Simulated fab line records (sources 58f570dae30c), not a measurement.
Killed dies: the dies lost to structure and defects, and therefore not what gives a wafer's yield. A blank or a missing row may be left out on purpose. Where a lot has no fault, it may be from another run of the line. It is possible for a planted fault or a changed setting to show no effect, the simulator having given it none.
A struck lot beside a sound one / flow berkeleyCmos170 / 16 steps out of a route of 331
Sound: the wafers L153.3, L153.4, L153.6. Struck: wafers L168.1, L168.3 (left out: L168.2, a lot-mate that was not struck); the cause follows at the end.
Each step with rows lists, per side, the tool, then ch with its chambers, then its first start. Under that, the readings that differ: sound wafers / struck wafers / difference of the means / sigmas: that difference in standard deviations of wafers without a fault.
alike: readings whose means differ by less than 2 such deviations, and words and numbers that are the same on both sides. not compared: withheld readings, readings that some wafer has no value for, bounds like >300 that may hide the same value, and numbers for which the record gives no deviation and whose values overlap.
A row with sigmas, a row that says differs or no value, or rows on one side alone: a step with any of these is where the two part. Numbers that don't overlap but have no deviation are shown without sigmas and don't part them. A reading missing from all wafers of one side parts the sides only when that side holds two or more wafers.

UCB170_M1_SPUTTER_00: material Al, target thk 600 nm, time 80 s.
  sound on pvdSputter-03 at day 6 17:34; struck on pvdSputter-02 at day 9 21:40
  alike: cathodeDcPowerW, chamberPressurePa, throttleValvePct
UCB170_M1_RS_MEAS_01: measurement is done with a four-point probe.
  sound on filmMetro-02 at day 6 17:40; struck on filmMetro-02 at day 9 21:43
  alike: M1_AL_RS
UCB170_M1_THK_MEAS_02: measures by xrf.
  sound on filmMetro-02 at day 6 17:46; struck on filmMetro-02 at day 9 21:50
  alike: M1_AL_THK
then, 6 steps without rows for these wafers: UCB170_M1_COAT_03; UCB170_M1_COAT_04 (resist thk 900 nm); UCB170_M1_SOFTBAKE_05 (time 60 s); UCB170_M1_EXPOSE_06 (exposes mask METAL1, target cd 700 nm); UCB170_M1_PEB_07; UCB170_M1_DEVELOP_08 (develop time 45 s).
UCB170_M1_CD_MEAS_09: target cd 700 nm.
  sound on cdSem-01 at day 6 18:58; struck on cdSem-02 at day 9 23:41
  alike: cdNm
UCB170_M1_OVL_MEAS_10:
  sound on overlay-02 at day 6 19:04; struck on overlay-02 at day 9 23:48
  alike: M1_OVL
UCB170_M1_ETCH_11: etches BARC in N2/H2.
  sound on rieDiel-03 ch 1,3, day 6 19:05; struck on rieDiel-04 ch 0,3, day 9 23:50
  alike: drypumpMotorCurrentA, h2FlowSccm, oesProductAu, throttleValvePct
UCB170_M1_METAL_ETCH_12: etches Al in Cl2/BCl3, stops on PSG, target depth 780 nm, time 130 s.
  sound on rieMetal-03 ch 0,1, day 6 19:10; struck on rieMetal-03 ch 0, day 9 23:53
reading=oesProductAu (a.u.); sound=0.846 0.884 0.864; struck=0.789 0.788; difference=-0.076; sigmas=-6
reading=rfFwdPowerW (W); sound=599.7 598.7 595.6; struck=357.6 355.9; difference=-241.2; sigmas=-99 or more
reading=model.KrF_of_M1_COAT_04.thkNm (nm); sound=438.2 436.2 434.3; struck=594.4 598.2; difference=+160.1; sigmas=
reading=model.M1.featureDepthNm (nm); sound=639.2 645.4 645.3; struck=505.6 503.1; difference=-138.9; sigmas=
reading=model.etch.depthNm (nm); sound=602.1 608.1 608; struck=505.6 503.1; difference=-101.7; sigmas=
  alike: bcl3FlowSccm, drypumpMotorCurrentA, throttleValvePct
  not compared: rfHoursCounterH
UCB170_M1_STRIP_13: strips in O2.
  sound on plasmaAsher-01 ch 0,1, day 6 19:17; struck on plasmaAsher-02 ch 0,1, day 10 00:01
  alike: drypumpMotorCurrentA, oesProductAu
  not compared: rfHoursCounterH
UCB170_M1_CD_MEAS_90: target cd 700 nm.
  sound on cdSem-02 at day 6 19:23; struck on cdSem-02 at day 10 00:07
reading=cdNm (nm); sound=701.6 699.6 698.4; struck=714.0 712.3; difference=+13.3; sigmas=+7
then, 1 step without rows for these wafers: UCB170_M1_ANNEAL_14 (time 1200 s).

## WHERE THEY PART
At UCB170_M1_METAL_ETCH_12 first; at UCB170_M1_CD_MEAS_90 last (within this record only).

WHY: what the simulator had put in
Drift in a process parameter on rieMetal-03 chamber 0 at UCB170_M1_METAL_ETCH_12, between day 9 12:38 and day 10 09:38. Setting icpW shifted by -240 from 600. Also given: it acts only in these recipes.
